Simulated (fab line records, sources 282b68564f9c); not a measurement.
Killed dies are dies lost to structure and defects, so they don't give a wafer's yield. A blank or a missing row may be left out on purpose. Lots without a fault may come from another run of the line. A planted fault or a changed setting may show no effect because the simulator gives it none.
Which tool did it? | flow rit_cmos | 14 lots, 42 wafers sampled, at 2 steps of a route of 202

WHAT THE GAUGES READ, wafer by wafer
RIT_ACTIVE_THK_MEAS_04. Usual: ACTIVE_NITRIDE_THK 150.2 nm, standard deviation 1.7.
lot  | measured    | on            | ACTIVE_NITRIDE_THK (nm) | flag
L461 | day 1 21:13 | film_metro-03 | 151.0 151.2 150.3       |
L462 | day 2 01:28 | film_metro-01 | 153.4 151.8 152.9       |
L464 | day 2 11:38 | film_metro-03 | 151.2 151.6 150.5       |
L466 | day 2 20:34 | film_metro-01 | 149.2 149.5 150.0       |
L467 | day 3 00:33 | film_metro-04 | 152.1 152.7 151.8       |
L468 | day 3 07:19 | film_metro-04 | 299.4 298.1 297.6       | OFF
L469 | day 3 12:57 | film_metro-04 | 147.2 147.5 147.5       |
L470 | day 3 16:25 | film_metro-03 | 147.7 150.2 149.3       |
L473 | day 4 08:22 | film_metro-03 | 150.9 151.1 151.3       |
L475 | day 4 18:24 | film_metro-04 | 149.9 149.3 148.1       |
L478 | day 5 09:43 | film_metro-01 | 298.6 300.0 299.9       | OFF
L480 | day 5 18:06 | film_metro-01 | 152.1 151.1 151.4       |
L481 | day 6 00:16 | film_metro-03 | 153.1 152.2 152.0       |
L482 | day 6 03:32 | film_metro-03 | 150.6 150.4 150.7       |

WHICH TOOL RAN EACH LOT (tool, then ch and the chambers of the sampled wafers, then the start)
lot  | RIT_ACTIVE_CVD_03
L461 | lpcvd-01 ch 1, day 1 19:47
L462 | lpcvd-01 ch 1, day 2 00:01
L464 | lpcvd-02 ch 0, day 2 10:13
L466 | lpcvd-01 ch 1, day 2 19:08
L467 | lpcvd-01 ch 0, day 2 23:07
L468 | lpcvd-01 ch 0, day 3 04:19
L469 | lpcvd-02 ch 0, day 3 11:32
L470 | lpcvd-02 ch 1, day 3 14:59
L473 | lpcvd-01 ch 0, day 4 06:56
L475 | lpcvd-01 ch 0, day 4 16:58
L478 | lpcvd-02 ch 1, day 5 06:11 and lpcvd-01 ch 1, day 5 08:17
L480 | lpcvd-02 ch 1, day 5 16:40
L481 | lpcvd-01 ch 0, day 5 22:08
L482 | lpcvd-01 ch 1, day 6 02:07
- RIT_ACTIVE_CVD_03: deposits Si3N4 from SiH2Cl2/NH3, target thk 150 nm, time 1500 s.

WHAT THE TOOLS THEMSELVES READ (means of the sampled wafers that have a number; where no wafer has one, the mark that the record gives instead)
RIT_ACTIVE_CVD_03. Usual: zone_power_source_pct 20.0 %, standard deviation 1.
lot  | tool              | zone_power_source_pct (%) | flag
L461 | lpcvd-01          | 18.7                      |
L462 | lpcvd-01          | 18.7                      |
L464 | lpcvd-02          | 21.5                      |
L466 | lpcvd-01          | 18.6                      |
L467 | lpcvd-01          | 20.2                      |
L468 | lpcvd-01          | 20.1                      |
L469 | lpcvd-02          | 21.3                      |
L470 | lpcvd-02          | 19.8                      |
L473 | lpcvd-01          | 20.1                      |
L475 | lpcvd-01          | 20.2                      |
L478 | lpcvd-02/lpcvd-01 | 19.2                      |
L480 | lpcvd-02          | 19.7                      |
L481 | lpcvd-01          | 20.1                      |
L482 | lpcvd-01          | 18.8                      |

THE ANSWER, worked out from the rows above alone
Rule: a lot is off if the mean of its wafers that have a number lies more than 3 standard deviations from the usual mean. A lot without any number at a reading at which 4 lots or more have one is off too. The other lots that the step has rows for count as sound. The gauges are gone through in route order, then the tools' own readings, and for those a lot's mean is taken as printed above. The first step at which some lot is off is used, and at that step the reading that is off furthest; a lot without a number counts as furthest.
Off: L468, L478, at RIT_ACTIVE_THK_MEAS_04 (ACTIVE_NITRIDE_THK).
A tool fits if, at a process step before that reading, it ran every lot that is off, and no sound lot after the first of them. The gauges at RIT_ACTIVE_THK_MEAS_04 are tried like those tools. None of those tried fits.

WHAT THE SIMULATOR HAD PUT IN
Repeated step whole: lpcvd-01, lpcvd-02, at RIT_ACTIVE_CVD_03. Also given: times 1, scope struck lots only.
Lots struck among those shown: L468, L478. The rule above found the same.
